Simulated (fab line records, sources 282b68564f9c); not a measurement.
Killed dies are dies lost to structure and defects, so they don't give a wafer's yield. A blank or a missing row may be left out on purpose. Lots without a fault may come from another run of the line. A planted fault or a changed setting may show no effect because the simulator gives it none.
Which tool did it? | flow rit_cmos | 8 lots, 24 wafers sampled, at 2 steps of a route of 202

WHAT THE GAUGES READ, wafer by wafer
RIT_PWELL_OVL_MEAS_06.
lot  | measured    | on         | PWELL_OVL (nm)
L350 | day 2 08:08 | overlay-01 | -0.7 -1.0 -0.3
L352 | day 2 18:49 | overlay-02 | -1.5 -0.1 0.0
L354 | day 3 05:28 | overlay-01 | 2.3 0.8 0.2
L356 | day 3 16:01 | overlay-02 | 0.0 1.1 -0.7
L358 | day 4 00:47 | overlay-01 | -3.2 -4.6 -3.4
L365 | day 5 11:18 | overlay-02 | 359.7 359.4 358.0
L367 | day 5 21:07 | overlay-02 | 361.4 361.4 360.1
L369 | day 6 07:41 | overlay-02 | -1.8 -1.2 -0.6

WHICH TOOL RAN EACH LOT (tool, then ch and the chambers of the sampled wafers, then the start)
lot  | RIT_PWELL_EXPOSE_03
L350 | iline_stepper-02 ch 0, day 2 07:44
L352 | iline_stepper-02 ch 0, day 2 18:23
L354 | iline_stepper-01 ch 0, day 3 05:02
L356 | iline_stepper-01 ch 0, day 3 15:37
L358 | iline_stepper-02 ch 0, day 4 00:11
L365 | iline_stepper-01 ch 0, day 5 10:52
L367 | iline_stepper-01 ch 0, day 5 20:41
L369 | iline_stepper-02 ch 0, day 6 07:18
- RIT_PWELL_EXPOSE_03: exposes mask M3, target cd 43700 nm.

THE ANSWER, worked out from the rows above alone
Rule: what is usual is taken from the lots themselves. Put in order of their means at a reading, lots are off if they are a third of the lots or fewer, leave a main group of 4 or more, and stand apart from it by a gap of 3 or more times the standard deviation of the main group's means; of several such gaps the widest counts. A main group whose means are all the same, to the digits that the tables above print for the reading, isn't used. A lot without any number at a reading at which 4 lots or more have one is off too. The other lots that the step has rows for count as sound.
Off: L365, L367, at RIT_PWELL_OVL_MEAS_06 (PWELL_OVL). The main group: mean -0.8 nm, standard deviation 1.5.
A tool fits if, at a process step before that reading, it ran every lot that is off, and no sound lot after the first of them. The gauges at RIT_PWELL_OVL_MEAS_06 are tried like those tools. One fits: iline_stepper-01 at RIT_PWELL_EXPOSE_03. Its last sound lot is L356 (day 3 15:37), its first lot that is off L365 (day 5 10:52): a fault that began between those two fits.

WHAT THE SIMULATOR HAD PUT IN
Scanner matching overlay: iline_stepper-01, from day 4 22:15 on, at RIT_PWELL_EXPOSE_03. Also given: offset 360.
Lots struck among those shown: L365, L367. The rule above found the same.
